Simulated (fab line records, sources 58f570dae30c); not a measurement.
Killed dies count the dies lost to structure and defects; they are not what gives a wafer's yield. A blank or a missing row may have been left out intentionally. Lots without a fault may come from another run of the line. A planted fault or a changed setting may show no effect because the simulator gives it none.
What tool caused it?    flow berkeley_cmos170    Sampling: 15 lots, 45 wafers, 2 of 331 route steps

WHAT EACH GAUGE READ, for each wafer
UCB170_GATE_OVL_MEAS_13. Usual: GATE_OVL typically reads -3 nm, with standard deviation 6.1.
lot   measured      on          GATE_OVL (nm)  flag
L651  day 6 08:14   overlay-01  8 5 -1         
L653  day 6 15:35   overlay-01  -5 1 -5        
L652  day 6 15:43   overlay-02  -4 -2 -3       
L656  day 7 05:28   overlay-01  3 -8 3         
L654  day 7 06:01   overlay-02  8 7 -5         
L658  day 7 19:25   overlay-01  -7 -11 -7      
L659  day 8 05:20   overlay-01  -2 -4 -4       
L662  day 8 18:22   overlay-01  0 -5 -12       
L668  day 9 11:23   overlay-02  -2 -11 -2      
L667  day 9 12:14   overlay-02  0 1 -11        
L669  day 9 23:30   overlay-01  7 3 13         
L671  day 10 13:57  overlay-02  6 -3 -12       
L672  day 10 14:14  overlay-01  4 5 -7         
L673  day 10 14:39  overlay-02  0 -6 -10       
L674  day 10 20:29  overlay-01  1 4 7          

UCB170_NLDD_CD_MEAS_06 targets a cd of 1200 nm. Usual: cd_nm 1200.5 nm, standard deviation 1.2.
lot   measured      on         cd_nm (nm)            flag
L651  day 6 13:33   cd_sem-01  1198.5 1198.3 1198.5  
L653  day 6 19:10   cd_sem-02  1200.9 1200.4 1201.1  
L652  day 6 19:35   cd_sem-02  1199.1 1199.0 1199.6  
L656  day 7 12:25   cd_sem-01  1200.8 1201.1 1201.3  
L654  day 7 12:40   cd_sem-02  1199.6 1200.2 1199.2  
L658  day 7 23:37   cd_sem-01  1199.2 1201.0 1198.6  
L659  day 8 10:30   cd_sem-01  1199.9 1199.5 1200.0  
L662  day 8 23:47   cd_sem-01  1202.7 1201.0 1200.8  
L668  day 9 15:14   cd_sem-01  1201.4 1200.5 1200.0  
L667  day 9 16:23   cd_sem-01  1201.5 1200.1 1199.9  
L669  day 10 04:28  cd_sem-02  1200.1 1198.8 1198.6  
L671  day 10 17:21  cd_sem-01  1200.9 1198.9 1201.3  
L672  day 10 17:50  cd_sem-01  1199.5 1199.0 1198.4  
L673  day 10 18:16  cd_sem-01  1199.6 1199.1 1200.1  
L674  day 11 00:56  cd_sem-02  1201.1 1200.6 1199.1  

TOOL THAT RAN EACH LOT (tool first, then ch and the chambers of the sampled wafers, then the start)
Before these readings, the record contains no process step.

AS READ BY THE TOOLS THEMSELVES (means over the sampled wafers that have a number; for cases with no such wafer, the mark the record gives instead)
The record holds no such reading with a usual standard deviation.

THE ANSWER, worked out from the rows above alone
Rule: a lot is off if the mean of its wafers that have a number lies more than 3 standard deviations from the usual mean. Also off: a lot with no number at a reading for which 4 or more lots have one. Any other lot the step has rows for is counted as sound. After the gauges, taken in route order, come the tools' own readings; for these a lot's mean is taken, as printed above. The first step at which some lot is off is used, and at that step the reading that is off furthest; a lot without a number counts as furthest.
No lot is off at any reading shown: from this, nothing can be told.

WHAT THE SIMULATOR HAD PUT IN
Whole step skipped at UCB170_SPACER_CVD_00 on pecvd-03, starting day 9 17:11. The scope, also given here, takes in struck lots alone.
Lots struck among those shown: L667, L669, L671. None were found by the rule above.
